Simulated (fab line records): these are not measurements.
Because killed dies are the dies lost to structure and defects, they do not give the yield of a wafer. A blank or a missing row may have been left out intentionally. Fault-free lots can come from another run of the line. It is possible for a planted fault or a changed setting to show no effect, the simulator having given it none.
Split-lot study :: flow berkeleyCmos170 :: 5 lots, 23 wafers read, on a route of 331 steps

## ABOUT THE SPLIT
At UCB170_NVT_STRIP_08 (strips in O2), the setting overashFraction was moved away from the recipe's 0.5 on 7 of the 23 wafers read, by +20.9% to +29.8%. For the rest of the wafers, this setting stayed at what the recipe calls for.

Reading taken at the split's own step.

## THE READING
oesProductAu, in a.u., at UCB170_NVT_STRIP_08 (strips in O2). A value of 0.735 a.u. with a standard deviation of 0.0041 a.u. is what fault-free wafers of this fab line usually give.

wafer: L075.1
tool, chamber at the split: plasmaAsher-04, 1
overashFraction as run: 0.5
against the recipe: recipe
oesProductAu, a.u.: 0.738
against lot-mates on the recipe: -

wafer: L075.3
tool, chamber at the split: plasmaAsher-04, 1
overashFraction as run: 0.624
against the recipe: +24.8%
oesProductAu, a.u.: 0.688
against lot-mates on the recipe: -0.054

wafer: L075.4
tool, chamber at the split: plasmaAsher-04, 0
overashFraction as run: 0.624
against the recipe: +24.8%
oesProductAu, a.u.: 0.694
against lot-mates on the recipe: -0.048

wafer: L075.5
tool, chamber at the split: plasmaAsher-04, 0
overashFraction as run: 0.624
against the recipe: +24.8%
oesProductAu, a.u.: 0.697
against lot-mates on the recipe: -0.045

wafer: L075.6
tool, chamber at the split: plasmaAsher-04, 1
overashFraction as run: 0.5
against the recipe: recipe
oesProductAu, a.u.: 0.746
against lot-mates on the recipe: -

wafer: L074.1
tool, chamber at the split: plasmaAsher-03, 0
overashFraction as run: 0.5
against the recipe: recipe
oesProductAu, a.u.: 0.731
against lot-mates on the recipe: -

wafer: L074.3
tool, chamber at the split: plasmaAsher-03, 1
overashFraction as run: 0.5
against the recipe: recipe
oesProductAu, a.u.: 0.737
against lot-mates on the recipe: -

wafer: L074.4
tool, chamber at the split: plasmaAsher-03, 0
overashFraction as run: 0.5
against the recipe: recipe
oesProductAu, a.u.: 0.739
against lot-mates on the recipe: -

wafer: L074.5
tool, chamber at the split: plasmaAsher-03, 0
overashFraction as run: 0.5
against the recipe: recipe
oesProductAu, a.u.: 0.740
against lot-mates on the recipe: -

wafer: L074.6
tool, chamber at the split: plasmaAsher-03, 1
overashFraction as run: 0.5
against the recipe: recipe
oesProductAu, a.u.: 0.735
against lot-mates on the recipe: -

wafer: L076.2
tool, chamber at the split: plasmaAsher-04, 0
overashFraction as run: 0.5
against the recipe: recipe
oesProductAu, a.u.: 0.738
against lot-mates on the recipe: -

wafer: L076.5
tool, chamber at the split: plasmaAsher-04, 0
overashFraction as run: 0.5
against the recipe: recipe
oesProductAu, a.u.: 0.735
against lot-mates on the recipe: -

wafer: L076.6
tool, chamber at the split: plasmaAsher-04, 1
overashFraction as run: 0.5
against the recipe: recipe
oesProductAu, a.u.: 0.728
against lot-mates on the recipe: -

wafer: L079.1
tool, chamber at the split: plasmaAsher-01, 0
overashFraction as run: 0.5
against the recipe: recipe
oesProductAu, a.u.: 0.737
against lot-mates on the recipe: -

wafer: L079.2
tool, chamber at the split: plasmaAsher-01, 1
overashFraction as run: 0.5
against the recipe: recipe
oesProductAu, a.u.: 0.733
against lot-mates on the recipe: -

wafer: L079.3
tool, chamber at the split: plasmaAsher-01, 1
overashFraction as run: 0.6489
against the recipe: +29.8%
oesProductAu, a.u.: 0.697
against lot-mates on the recipe: -0.036

wafer: L079.5
tool, chamber at the split: plasmaAsher-01, 0
overashFraction as run: 0.5
against the recipe: recipe
oesProductAu, a.u.: 0.728
against lot-mates on the recipe: -

wafer: L079.6
tool, chamber at the split: plasmaAsher-01, 1
overashFraction as run: 0.6489
against the recipe: +29.8%
oesProductAu, a.u.: 0.684
against lot-mates on the recipe: -0.049

wafer: L080.1
tool, chamber at the split: plasmaAsher-04, 0
overashFraction as run: 0.5
against the recipe: recipe
oesProductAu, a.u.: 0.737
against lot-mates on the recipe: -

wafer: L080.2
tool, chamber at the split: plasmaAsher-04, 1
overashFraction as run: 0.6047
against the recipe: +20.9%
oesProductAu, a.u.: 0.699
against lot-mates on the recipe: -0.037

wafer: L080.3
tool, chamber at the split: plasmaAsher-04, 1
overashFraction as run: 0.6047
against the recipe: +20.9%
oesProductAu, a.u.: 0.697
against lot-mates on the recipe: -0.039

wafer: L080.5
tool, chamber at the split: plasmaAsher-04, 0
overashFraction as run: 0.5
against the recipe: recipe
oesProductAu, a.u.: 0.738
against lot-mates on the recipe: -

wafer: L080.6
tool, chamber at the split: plasmaAsher-04, 1
overashFraction as run: 0.5
against the recipe: recipe
oesProductAu, a.u.: 0.733
against lot-mates on the recipe: -

THE FIT
A straight line over all 23 wafers: oesProductAu changes by -0.00165 a.u. for each +1% of overashFraction; r = -0.97; the points scatter about the line by 0.0049 a.u.
The same after taking each lot's own level away (the mean of its wafers on the recipe; 23 wafers): -0.00171 a.u. for each +1%; r = -0.97; scatter 0.0054 a.u.
On that fit, the largest move of overashFraction shifts the reading by 0.051 a.u.
The lots' own levels span 0.7327 to 0.7420 a.u., that is 2.3 times the standard deviation above.
Consequently the slope shifts little with the lot-to-lot level, the two slopes agreeing.
Check: for one of the wafers moved furthest among these (+29.8%), held out of the fit, the line's prediction against its lot-mates is -0.0552 a.u. Against them it came out at -0.0357 a.u.
Tool readings at the split's step, against how far the setting was moved: oesProductAu r = -0.97.

## ADDITIONAL SPLITS CARRIED BY THESE WAFERS
These wafers also went through other splits before the reading. Each is held against what the fit with the lots' levels taken away leaves over:
other split on the same wafers: UCB170_ZERO_COAT_01 spinRpm
wafers away from the commonest value: 11
r with oesProductAu (lot level and that fit taken away): -0.20

other split on the same wafers: UCB170_NWELL_OXIDATION_01 oxTimeS
wafers away from the commonest value: 18
r with oesProductAu (lot level and that fit taken away): +0.07

other split on the same wafers: UCB170_NWELL_ETCH_13 timeS
wafers away from the commonest value: 8
r with oesProductAu (lot level and that fit taken away): +0.12

other split on the same wafers: UCB170_PWELL_OXIDATION_02 tempC
wafers away from the commonest value: 15
r with oesProductAu (lot level and that fit taken away): -0.28

other split on the same wafers: UCB170_PWELL_ANNEAL_04 tempC
wafers away from the commonest value: 18
r with oesProductAu (lot level and that fit taken away): -0.37

other split on the same wafers: UCB170_PWELL_IMPLANT_15 doseCm2
wafers away from the commonest value: 4
r with oesProductAu (lot level and that fit taken away): +0.08

other split on the same wafers: UCB170_ACTIVE_COAT_08 spinRpm
wafers away from the commonest value: 6
r with oesProductAu (lot level and that fit taken away): -0.13

## FILE'S OWN FIT
oesProductAu changes by -0.00167 a.u. for each +1% of overashFraction, r = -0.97.
